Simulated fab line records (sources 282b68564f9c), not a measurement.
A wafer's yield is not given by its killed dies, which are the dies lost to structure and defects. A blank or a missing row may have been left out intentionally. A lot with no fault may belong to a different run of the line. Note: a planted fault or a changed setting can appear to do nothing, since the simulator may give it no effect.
Which tool was responsible? | flow rit_cmos | 14 lots with 42 wafers sampled at 2 steps, on a route of 202 steps

== WHAT THE GAUGES READ, wafer by wafer ==
RIT_ACTIVE_THK_MEAS_04. Usual: ACTIVE_NITRIDE_THK typically reads 150.9 nm, with standard deviation 1.7.
lot  | measured    | on            | ACTIVE_NITRIDE_THK (nm) | flag
L956 | day 1 23:32 | film_metro-03 | 153.0 152.1 151.8       |
L957 | day 2 04:32 | film_metro-01 | 154.3 153.0 152.1       |
L958 | day 2 09:37 | film_metro-03 | 149.0 150.1 149.7       |
L959 | day 2 14:33 | film_metro-03 | 153.8 154.2 154.2       |
L960 | day 2 19:32 | film_metro-04 | 153.0 154.3 152.6       |
L961 | day 3 00:32 | film_metro-03 | 151.2 152.6 150.9       |
L962 | day 3 05:32 | film_metro-03 | 151.6 150.9 150.7       |
L963 | day 3 10:32 | film_metro-04 | 149.2 149.7 149.9       |
L965 | day 3 20:32 | film_metro-03 | 147.6 147.0 148.3       |
L970 | day 4 21:55 | film_metro-03 | 234.9 236.2 235.1       | OFF
L972 | day 5 07:33 | film_metro-01 | 232.9 232.9 232.4       | OFF
L973 | day 5 12:32 | film_metro-03 | 152.4 151.4 152.8       |
L975 | day 5 22:32 | film_metro-03 | 150.9 150.4 150.5       |
L977 | day 6 08:32 | film_metro-03 | 147.2 148.9 147.5       |

== WHAT TOOL EACH LOT RAN ON (gives the tool, then ch and the chambers of the sampled wafers, and finally the start) ==
lot  | RIT_ACTIVE_CVD_03
L956 | lpcvd-02 ch 1, day 1 22:07
L957 | lpcvd-01 ch 0, day 2 03:07
L958 | lpcvd-01 ch 1, day 2 08:11
L959 | lpcvd-01 ch 0, day 2 13:07
L960 | lpcvd-01 ch 0, day 2 18:07
L961 | lpcvd-01 ch 1, day 2 23:07
L962 | lpcvd-02 ch 0, day 3 04:07
L963 | lpcvd-02 ch 1, day 3 09:07
L965 | lpcvd-02 ch 0, day 3 19:07
L970 | lpcvd-01 ch 0, day 4 20:31
L972 | lpcvd-01 ch 1, day 5 06:07
L973 | lpcvd-02 ch 1, day 5 11:07
L975 | lpcvd-02 ch 1, day 5 21:07
L977 | lpcvd-02 ch 0, day 6 07:07
- RIT_ACTIVE_CVD_03: deposits Si3N4 from SiH2Cl2/NH3, target thk 150 nm, time 1500 s.

== AS READ BY THE TOOLS THEMSELVES (means over the sampled wafers that have a number; for cases with no such wafer, the mark the record gives instead) ==
RIT_ACTIVE_CVD_03. Usual: spike_tc_centre_C 813.3 C, standard deviation 1.2; spike_tc_load_C 833.7 C, standard deviation 1.4; spike_tc_source_C 832.4 C, standard deviation 1.4; susceptor_temp_C 810.0 C, standard deviation 0.33; zone_power_load_pct 19.9 %, standard deviation 0.91; zone_power_source_pct 20.7 %, standard deviation 0.63.
lot  | tool     | spike_tc_centre_C (C) | spike_tc_load_C (C) | spike_tc_source_C (C) | susceptor_temp_C (C) | zone_power_load_pct (%) | zone_power_source_pct (%) | flag
L956 | lpcvd-02 | 812.8                 | 834.4               | 833.9                 | 809.7                | 20.7                    | 20.0                      |
L957 | lpcvd-01 | 814.6                 | 834.5               | 833.1                 | 810.0                | 19.7                    | 21.5                      |
L958 | lpcvd-01 | 813.9                 | 833.6               | 831.7                 | 810.2                | 20.8                    | 20.3                      |
L959 | lpcvd-01 | 812.7                 | 833.7               | 832.4                 | 810.1                | 19.6                    | 21.5                      |
L960 | lpcvd-01 | 813.5                 | 833.4               | 833.6                 | 810.1                | 19.8                    | 21.4                      |
L961 | lpcvd-01 | 813.5                 | 834.9               | 830.8                 | 810.2                | 21.0                    | 20.3                      |
L962 | lpcvd-02 | 814.5                 | 831.7               | 830.3                 | 809.5                | 18.4                    | 20.6                      |
L963 | lpcvd-02 | 812.4                 | 835.6               | 832.7                 | 809.9                | 20.7                    | 20.0                      |
L965 | lpcvd-02 | 813.9                 | 833.0               | 831.3                 | 810.2                | 18.5                    | 20.6                      |
L970 | lpcvd-01 | 839.6                 | 859.0               | 858.8                 | 835.5                | 21.1                    | 23.2                      | OFF
L972 | lpcvd-01 | 838.2                 | 859.5               | 857.1                 | 835.8                | 22.7                    | 21.7                      | OFF
L973 | lpcvd-02 | 812.4                 | 835.3               | 833.7                 | 810.1                | 20.6                    | 20.0                      |
L975 | lpcvd-02 | 812.1                 | 835.2               | 833.4                 | 810.3                | 20.5                    | 19.8                      |
L977 | lpcvd-02 | 814.7                 | 832.4               | 829.7                 | 809.9                | 18.5                    | 20.7                      |

== THE ANSWER, worked out from the rows above alone ==
Rule: lot off if the mean of its wafers having a number is beyond 3 standard deviations from the usual mean. A lot without any number at a reading at which 4 lots or more have one is off too. The other lots that the step has rows for count as sound. The gauges are gone through in route order, then the tools' own readings, and for those a lot's mean is taken as printed above. The first step at which some lot is off is used, and at that step the reading that is off furthest; a lot without a number counts as furthest.
Off: at RIT_ACTIVE_THK_MEAS_04 (ACTIVE_NITRIDE_THK), L970, L972.
If a tool, at a process step before that reading, ran all the lots that are off and no sound lot after the first of them, it fits. The gauges at RIT_ACTIVE_THK_MEAS_04 aren't tried: what is off there is off at RIT_ACTIVE_CVD_03 too, on other tools, and a gauge's error can't cause that. One candidate fits, namely lpcvd-01 at RIT_ACTIVE_CVD_03. Its last sound lot is L961 (day 2 23:07), its first lot that is off L970 (day 4 20:31): a fault that began between those two fits.
The tool's own readings at RIT_ACTIVE_CVD_03 bear it out: on the lots that are off they differ by more than 5 times the standard deviation of the sound lots' means. spike_tc_centre_C reads 838.9 C there against 813.4 C on the sound lots; spike_tc_load_C reads 859.2 C there against 834.0 C on the sound lots; spike_tc_source_C reads 858.0 C there against 832.2 C on the sound lots; susceptor_temp_C reads 835.6 C there against 810.0 C on the sound lots.

== WHAT THE SIMULATOR HAD PUT IN ==
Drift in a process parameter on lpcvd-01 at RIT_ACTIVE_CVD_03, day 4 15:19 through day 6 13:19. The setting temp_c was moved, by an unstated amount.
Lots struck among those shown: L970, L972. The rule given above showed the same thing.
